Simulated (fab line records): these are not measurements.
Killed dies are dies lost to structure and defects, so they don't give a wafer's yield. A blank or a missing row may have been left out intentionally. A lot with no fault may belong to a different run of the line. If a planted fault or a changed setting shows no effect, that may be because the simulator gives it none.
Code-filled problem report in 8D (eight disciplines) form	flow berkeley cmos170	the parts of the form that need people (team, actions taken, sign-off) are left out

== 1. WHAT WENT WRONG ==
Across 2 wafers from 2 lots, M2_AL_RS at UCB170_M2_RS_MEAS_02 averages 0.0612 ohm/sq, while fault-free wafers read 0.0323 ohm/sq with a standard deviation of 0.00051. That is +57 standard deviations from the usual mean.
The step: measures by four-point-probe.
The first sign was on wafer L526.2 at day 12 14:58, on film metro-01. Wafers with a number at this step in the record: 16, from 6 lots. Rule for "out" (also "out of limits"): further than 4 standard deviations from the usual mean. The other wafers with a number count as sound.

== 2. WHAT IT IS AND WHAT IT IS NOT ==
question	is	is not
which readings at this step	M2_AL_RS	-
which lots	L526, L527	L512, L520, L529, L534
which wafers of those lots	L526.2, L527.1	L527.2, L527.4
read on which gauges	film metro-01, film metro-02	-
when	from day 12 14:58	up to then (6 sound wafers); but 8 sound wafers of L527, L529, L534 came after

== 3. SUSPECTS, AND WHAT RULES EACH OUT ==
Counting: if a tool at a process step up to the reading ran every lot that is out, it stays a suspect. Sound lots after the first of them don't rule it out here, since some wafers of a struck lot are sound.
- the gauge at UCB170_M2_RS_MEAS_02: ruled out. 2 gauges (film metro-01, film metro-02) read the wafers that are out.
- rie diel-04 at UCB170_V1_ETCH_14 (etches SiO2 in CHF3/CF4/Ar, stops on Al, target depth 1250 nm, time 291 s): kept. It ran every lot that is out, first L526 (day 12 14:23); its last sound lot up to then is L520 (day 10 22:44).
- pvd sputter-03 at UCB170_M2_SPUTTER_01 (material Al, target thk 900 nm, time 120 s): kept. It ran every lot that is out, first L526 (day 12 14:52); its last sound lot up to then is L512 (day 9 05:35).
- rie diel-04, UCB170_V1_ETCH_14: wafers that are out in chamber 3, sound lot-mates in chambers 1, 2.
The count leaves pvd sputter-03 at UCB170_M2_SPUTTER_01 and rie diel-04 at UCB170_V1_ETCH_14.

== 4. THE CAUSE (what the simulator had put in) ==
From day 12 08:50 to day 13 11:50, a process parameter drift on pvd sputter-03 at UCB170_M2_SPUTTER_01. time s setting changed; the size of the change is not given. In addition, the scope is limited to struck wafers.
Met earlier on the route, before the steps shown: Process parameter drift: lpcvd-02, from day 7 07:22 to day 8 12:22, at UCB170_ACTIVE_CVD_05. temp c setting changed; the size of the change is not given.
Counting left 2 suspects, and this tool is among them.

== 5. SEQUENCE OF EFFECTS, ordered by route ==
One row per reading whose mean, taken over the struck wafers that have a number, lies over 3 standard deviations from the usual. Only readings for which the record gives a usual standard deviation are gone through. hours: the time from each lot's start at the first step in this table that gives one to its start at this step, as a median over the lots. sigmas: the change in usual standard deviations.
hours	step	reading	usual	on struck wafers	change	sigmas
0	UCB170_M2_RS_MEAS_02	M2_AL_RS	0.0323 ohm/sq	0.0612	+0.0289	+57
0	UCB170_M2_THK_MEAS_03	M2_AL_THK	904 nm	484	-420	-30
2	UCB170_M2_METAL_ETCH_18	oes product au	0.851 a.u.	0.637	-0.214	-15
Here are the process steps it includes:
- UCB170_M2_METAL_ETCH_18: etches Al in Cl2/BCl3, stops on SiO2, target depth 1170 nm, time 195 s.
Later measuring or inspecting steps at which every struck wafer that the step has a row for has a number for every such reading, and none has moved that far: UCB170_M2_CD_MEAS_15, UCB170_M2_OVL_MEAS_16.

== 6. WHAT WOULD HAVE CAUGHT IT SOONER ==
Counted from the fault's start at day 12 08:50, it took 6 hours until the first out-of-limits reading at a measuring or inspecting step in this record, taken at day 12 14:58.
Of the tool readings at UCB170_M2_SPUTTER_01 for which the record gives a usual standard deviation, none was out on any struck wafer, so an alarm limit of 4 standard deviations on them would not have fired.
Among the 2 lots that are out, L527 began UCB170_M2_SPUTTER_01 on pvd sputter-03 after day 12 14:58. A tool hold placed at that time would have kept it from harm.
